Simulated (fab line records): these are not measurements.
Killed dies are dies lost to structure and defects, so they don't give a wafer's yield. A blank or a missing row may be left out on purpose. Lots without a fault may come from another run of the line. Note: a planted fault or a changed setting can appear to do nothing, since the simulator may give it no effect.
8D (eight disciplines) problem report, filled in by code | flow rit_cmos | the parts of the form that need people (team, actions taken, sign-off) are left out

1. WHAT IS WRONG
GATE_POLY_THK at RIT_GATE_THK_MEAS_09 reads a mean of 275.9 nm on 3 wafers of 1 lot; wafers without a fault read 249.6 nm with a standard deviation of 2.1. That is +13 standard deviations from the usual mean.
First seen on wafer L573.3, day 5 21:35, on film_metro-03. The record holds 39 wafers of 13 lots with a number at this step. By rule, "out" or "out of limits" means more than 4 standard deviations away from the usual mean. All remaining wafers that have a number are taken as sound.

2. WHAT IT IS, AND WHAT IT ISN'T
question                    | is                     | is not
which readings at this step | GATE_POLY_THK          | -
which lots                  | L573                   | L557, L558, L559, L560, L561, L562, L563, L567, L574, L575, L576, L580
which wafers of those lots  | all that have a number | -
read on which gauges        | film_metro-03          | film_metro-01, film_metro-04
when                        | from day 5 21:35       | up to then (24 sound wafers); but 12 sound wafers of L574, L575, L576, L580 came after

3. THE SUSPECTS, EACH WITH WHAT RULES IT OUT
Counting: a tool stays on the suspect list if, at a process step up to the reading, it processed all lots that are out and no sound lot following the first of them.
- the gauge at RIT_GATE_THK_MEAS_09: kept. All the wafers that are out were read on film_metro-03, and no step on other tools shows them out.
- plasma_asher-04 at RIT_ACTIVE_STRIP_14 (strips in O2, time 180 s): ruled out as a lasting fault. Following L573 (day 4 22:54), the first lot on it that is out, the sound lots L574, L580 were run on it.
- lpcvd-02 at RIT_GATE_CVD_08 (deposits poly-Si from SiH4, target thk 250 nm, time 2220 s): ruled out as a lasting fault. Following L573 (day 5 19:56), the first lot on it that is out, the sound lots L574, L576 were run on it.
Remaining after the count: film_metro-03 at RIT_GATE_THK_MEAS_09.

4. THE CAUSE (what the simulator had put in)
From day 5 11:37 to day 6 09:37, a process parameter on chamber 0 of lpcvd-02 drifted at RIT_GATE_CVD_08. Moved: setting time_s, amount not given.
It was ruled out by counting, in error; the rule expects a fault to strike all lots run on its tool from its start on, and this fault did not.

5. SEQUENCE OF EFFECTS, ordered by route
Rows list readings where the struck wafers' mean (over those with a number) sits beyond 3 standard deviations from the usual. Only readings for which the record gives a usual standard deviation are gone through. hours: the time from each lot's start at the first step in this table that gives one to its start at this step, as a median over the lots. sigmas: the change in usual standard deviations.
hours | step                 | reading        | usual      | on struck wafers | change | sigmas
0     | RIT_GATE_THK_MEAS_09 | GATE_POLY_THK  | 249.6 nm   | 275.9            | +26.3  | +13
1     | RIT_GATE_ETCH_19     | oes_product_au | 0.846 a.u. | 0.919            | +0.073 | +4.5
Process steps it contains:
- RIT_GATE_ETCH_19: etches poly-Si in SF6/CHF3/O2, stops on SiO2, time 165 s, target depth 312.5 nm.
At these later measuring or inspecting steps, every struck wafer for which the step has a row has a number for every such reading, and none has moved that far: RIT_GATE_CD_MEAS_90, RIT_SDANNEAL_RS_MEAS_07.

6. HOW IT WOULD HAVE BEEN CAUGHT EARLIER
In this record the first reading out of limits at a measuring or inspecting step was taken at day 5 21:35, 10 hours after the fault began at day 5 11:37.
Of the tool readings at RIT_GATE_CVD_08 for which the record gives a usual standard deviation, none was out on any struck wafer, so an alarm limit of 4 standard deviations on them would not have fired.
